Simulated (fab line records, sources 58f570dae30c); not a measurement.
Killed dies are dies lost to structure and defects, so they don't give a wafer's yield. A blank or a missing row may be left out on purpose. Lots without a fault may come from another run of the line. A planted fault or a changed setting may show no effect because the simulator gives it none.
Which tool did it? | flow berkeley_cmos170 | 13 lots, 39 wafers sampled, at 4 steps of a route of 331

WHAT THE GAUGES READ, wafer by wafer
UCB170_PSD_OVL_MEAS_07. Usual: PSD_OVL 1 nm, standard deviation 6.2.
lot  | measured     | on         | PSD_OVL (nm) | flag
L203 | day 6 09:08  | overlay-02 | 0 0 -3       |
L204 | day 7 02:39  | overlay-01 | 7 14 5       |
L205 | day 7 12:56  | overlay-02 | 182 187 189  | OFF
L206 | day 7 12:49  | overlay-01 | 10 7 6       |
L207 | day 7 12:33  | overlay-02 | 2 3 -3       |
L208 | day 8 10:13  | overlay-02 | -2 -5 -3     |
L209 | day 8 09:40  | overlay-02 | 191 199 191  | OFF
L212 | day 8 17:21  | overlay-02 | 188 184 184  | OFF
L219 | day 10 11:32 | overlay-02 | -1 2 -8      |
L220 | day 10 12:15 | overlay-01 | -4 -1 -6     |
L221 | day 10 11:42 | overlay-01 | 5 -8 0       |
L222 | day 10 19:32 | overlay-02 | -12 -1 -5    |
L223 | day 11 03:46 | overlay-02 | 1 0 -4       |

WHICH TOOL RAN EACH LOT (tool, then ch and the chambers of the sampled wafers, then the start)
lot  | UCB170_PWELL_ETCH_14              | UCB170_PLDD_STRIP_10                 | UCB170_PSD_EXPOSE_03
L203 | rie_diel-01 ch 0,1,3, day 3 00:57 | plasma_asher-02 ch 0,1, day 6 01:38  | krf_scanner-02 ch 0, day 6 08:29
L204 | rie_diel-02 ch 0,1,2, day 3 08:44 | plasma_asher-03 ch 0,1, day 6 17:43  | krf_scanner-01 ch 0, day 7 02:00
L205 | rie_diel-02 ch 0,1, day 3 17:41   | plasma_asher-04 ch 0,1, day 7 04:35  | krf_scanner-01 ch 0, day 7 12:22
L206 | rie_diel-04 ch 2,3, day 3 17:55   | plasma_asher-02 ch 0,1, day 7 05:14  | krf_scanner-02 ch 0, day 7 12:07
L207 | rie_diel-04 ch 2,3, day 4 00:14   | plasma_asher-03 ch 0,1, day 7 04:53  | krf_scanner-01 ch 0, day 7 11:53
L208 | rie_diel-02 ch 0,1,3, day 4 06:01 | plasma_asher-03 ch 0,1, day 8 03:30  | krf_scanner-02 ch 0, day 8 09:25
L209 | rie_diel-01 ch 2,3, day 4 06:16   | plasma_asher-02 ch 0,1, day 8 03:07  | krf_scanner-01 ch 0, day 8 09:10
L212 | rie_diel-02 ch 0,1,2, day 4 21:50 | plasma_asher-02 ch 0,1, day 8 09:05  | krf_scanner-01 ch 0, day 8 16:53
L219 | rie_diel-01 ch 0,1,2, day 6 15:24 | plasma_asher-02 ch 0,1, day 10 04:32 | krf_scanner-02 ch 0, day 10 11:01
L220 | rie_diel-01 ch 0,1, day 6 20:25   | plasma_asher-02 ch 0,1, day 10 05:01 | krf_scanner-02 ch 0, day 10 11:16
L221 | rie_diel-02 ch 2,3, day 6 22:36   | plasma_asher-03 ch 0,1, day 10 04:37 | krf_scanner-02 ch 0, day 10 11:06
L222 | rie_diel-04 ch 0,2,3, day 7 06:22 | plasma_asher-03 ch 0, day 10 11:35   | krf_scanner-02 ch 0, day 10 18:50
L223 | rie_diel-04 ch 0,1,3, day 7 12:11 | plasma_asher-03 ch 0, day 10 18:03   | krf_scanner-02 ch 0, day 11 02:11
- UCB170_PWELL_ETCH_14: etches Si3N4 in CH3F/Ar/O2, stops on SiO2, target depth 242 nm, time 151 s.
- UCB170_PLDD_STRIP_10: strips in O2.
- UCB170_PSD_EXPOSE_03: exposes mask PSELECT MOD, target cd 1200 nm.

WHAT THE TOOLS THEMSELVES READ (means of the sampled wafers that have a number; where no wafer has one, the mark that the record gives instead)
UCB170_PWELL_ETCH_14. Usual: O2_flow_sccm 7.000 sccm, standard deviation 0.022; drypump_motor_current_A 5.5 A, standard deviation 0.47; oes_product_au 0.945 a.u., standard deviation 0.017; throttle_valve_pct 8.04 %, standard deviation 0.087.
lot  | tool        | O2_flow_sccm (sccm) | drypump_motor_current_A (A) | oes_product_au (a.u.) | throttle_valve_pct (%) | flag
L203 | rie_diel-01 | 7.002               | 5.8                         | 0.947                 | 8.13                   |
L204 | rie_diel-02 | 6.997               | 5.0                         | 0.944                 | 8.05                   |
L205 | rie_diel-02 | 6.988               | 5.1                         | 0.950                 | 8.08                   |
L206 | rie_diel-04 | 6.993               | 5.6                         | 0.942                 | 7.93                   |
L207 | rie_diel-04 | 7.000               | 5.8                         | 0.933                 | 7.96                   |
L208 | rie_diel-02 | 6.993               | 5.3                         | 0.953                 | 8.05                   |
L209 | rie_diel-01 | 6.995               | 6.1                         | 0.960                 | 8.12                   |
L212 | rie_diel-02 | 7.011               | 5.0                         | 0.939                 | 8.05                   |
L219 | rie_diel-01 | 7.005               | 6.1                         | 0.950                 | 8.16                   |
L220 | rie_diel-01 | 6.989               | 5.7                         | 0.943                 | 8.17                   |
L221 | rie_diel-02 | 6.994               | 5.0                         | 0.944                 | 8.02                   |
L222 | rie_diel-04 | 7.032               | 5.7                         | 0.952                 | 8.00                   |
L223 | rie_diel-04 | 6.993               | 5.5                         | 0.941                 | 8.01                   |

UCB170_PLDD_STRIP_10. Usual: drypump_motor_current_A 5.5 A, standard deviation 0.5; o2_flow_sccm 399.8 sccm, standard deviation 1.1; oes_product_au 0.734 a.u., standard deviation 0.0045; strip_time_to_endpoint_s 21.78 s, standard deviation 0.058.
lot  | tool            | drypump_motor_current_A (A) | o2_flow_sccm (sccm) | oes_product_au (a.u.) | strip_time_to_endpoint_s (s) | flag
L203 | plasma_asher-02 | 5.0                         | 400.7               | 0.731                 | 21.84                        |
L204 | plasma_asher-03 | 5.7                         | 399.6               | 0.736                 | 21.80                        |
L205 | plasma_asher-04 | 5.9                         | 400.4               | 0.736                 | 21.78                        |
L206 | plasma_asher-02 | 5.0                         | 398.6               | 0.733                 | 21.73                        |
L207 | plasma_asher-03 | 6.0                         | 398.3               | 0.730                 | 21.67                        |
L208 | plasma_asher-03 | 6.0                         | 398.0               | 0.734                 | 21.84                        |
L209 | plasma_asher-02 | 5.0                         | 400.7               | 0.734                 | 21.83                        |
L212 | plasma_asher-02 | 5.0                         | 399.5               | 0.733                 | 21.78                        |
L219 | plasma_asher-02 | 5.0                         | 400.1               | 0.733                 | 21.85                        |
L220 | plasma_asher-02 | 5.0                         | 399.3               | 0.732                 | 21.73                        |
L221 | plasma_asher-03 | 5.7                         | 400.1               | 0.731                 | 21.74                        |
L222 | plasma_asher-03 | 6.2                         | 400.2               | 0.733                 | 21.85                        |
L223 | plasma_asher-03 | 6.2                         | 400.2               | 0.733                 | 21.76                        |

THE ANSWER, worked out from the rows above alone
Rule: a lot is off if the mean of its wafers that have a number lies more than 3 standard deviations from the usual mean. A lot without any number at a reading at which 4 lots or more have one is off too. The other lots that the step has rows for count as sound. The gauges are gone through in route order, then the tools' own readings, and for those a lot's mean is taken as printed above. The first step at which some lot is off is used, and at that step the reading that is off furthest; a lot without a number counts as furthest.
Off: L205, L209, L212, at UCB170_PSD_OVL_MEAS_07 (PSD_OVL).
A tool fits if, at a process step before that reading, it ran every lot that is off, and no sound lot after the first of them. The gauges at UCB170_PSD_OVL_MEAS_07 are tried like those tools. One fits: krf_scanner-01 at UCB170_PSD_EXPOSE_03. Its last sound lot is L207 (day 7 11:53), its first lot that is off L205 (day 7 12:22): a fault that began between those two fits.

WHAT THE SIMULATOR HAD PUT IN
Scanner matching overlay: krf_scanner-01, from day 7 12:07 on, at UCB170_PSD_EXPOSE_03. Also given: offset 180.
Lots struck among those shown: L205, L209, L212. The rule above found the same.
